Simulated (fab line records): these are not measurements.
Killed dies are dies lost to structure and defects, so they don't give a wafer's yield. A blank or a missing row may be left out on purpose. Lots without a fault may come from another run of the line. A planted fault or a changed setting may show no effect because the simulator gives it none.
One fault through the eyes of 2 desks + flow rit cmos + each desk has only its own numbers; what lay behind them comes last

AT THE TOOL OWNER'S DESK: implanter-03
The tool's own readings at RIT_PWELL_IMPLANT_08: means of the sampled wafers that have a number, for each lot that ran on this tool. Any lot whose mean is over 4 standard deviations away from the usual mean is out of limits and marked OUT; that distance is given in the brackets.
Columns: A = dose ions cm2 at RIT_PWELL_IMPLANT_08, usual 7.001e+13; B = faraday current uA at RIT_PWELL_IMPLANT_08, usual 221
| lot  | first seen here | A                   | B              |
|------|-----------------|---------------------|----------------|
| L640 | day 2 08:26     | 6.993e+13           | 216            |
| L646 | day 3 15:41     | 7.006e+13           | 221            |
| L655 | day 5 12:07     | 7.001e+13           | 222            |
| L656 | day 5 16:08     | 7.706e+13 (+85) OUT | 242 (+5.5) OUT |
| L657 | day 5 22:57     | 7.718e+13 (+86) OUT | 243 (+5.6) OUT |
Finding of this desk: L656, L657 out of limits; the first was L656 at day 5 16:08, on dose ions cm2 at RIT_PWELL_IMPLANT_08. L640, L646, L655: within limits.

METROLOGY DESK
What the gauges read, lot by lot, whatever tool the lot ran on: means of the sampled wafers that have a number. Any lot whose mean is over 4 standard deviations away from the usual mean is out of limits and marked OUT; that distance is given in the brackets.
Columns: A = PWELL_RS at RIT_WELLDRIVE_RS_MEAS_02, usual 429.5 ohm/sq
| lot  | first seen here | A               |
|------|-----------------|-----------------|
| L639 | day 2 09:39     | 429.0           |
| L640 | day 2 14:01     | 429.6           |
| L641 | day 2 19:31     | 428.1           |
| L642 | day 3 00:38     | 429.9           |
| L644 | day 3 10:47     | 429.3           |
| L645 | day 3 14:50     | 431.1           |
| L646 | day 3 21:39     | 429.7           |
| L649 | day 4 12:07     | 427.7           |
| L650 | day 4 15:48     | 427.6           |
| L655 | day 5 17:42     | 429.5           |
| L656 | day 5 22:13     | 404.0 (-21) OUT |
| L657 | day 6 04:32     | 405.3 (-20) OUT |
| L660 | day 6 19:49     | 429.8           |
| L661 | day 7 01:59     | 428.5           |
This desk finds L656, L657 out of limits, with the earliest case on L656 at day 5 22:13 (PWELL_RS at RIT_WELLDRIVE_RS_MEAS_02). L639, L640, L641, L642, L644, L645, L646, L649, L650, L655, L660, L661: within limits.

BROUGHT TOGETHER
At day 5 16:08, on L656, L657, the tool owner's desk was in a position to raise an alarm.
Metrology desk: alarm possible at day 5 22:13 on L656, L657.
On implanter-03, each named lot ran RIT_PWELL_IMPLANT_08.

WHAT THE SIMULATOR PUT IN
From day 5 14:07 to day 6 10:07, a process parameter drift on implanter-03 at RIT_PWELL_IMPLANT_08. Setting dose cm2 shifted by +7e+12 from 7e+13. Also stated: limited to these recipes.
Shown lots that were struck: L656, L657.
Time in hours from fault onset to the first out-of-limits reading at each desk: tool owner's desk 2, metrology desk 8.
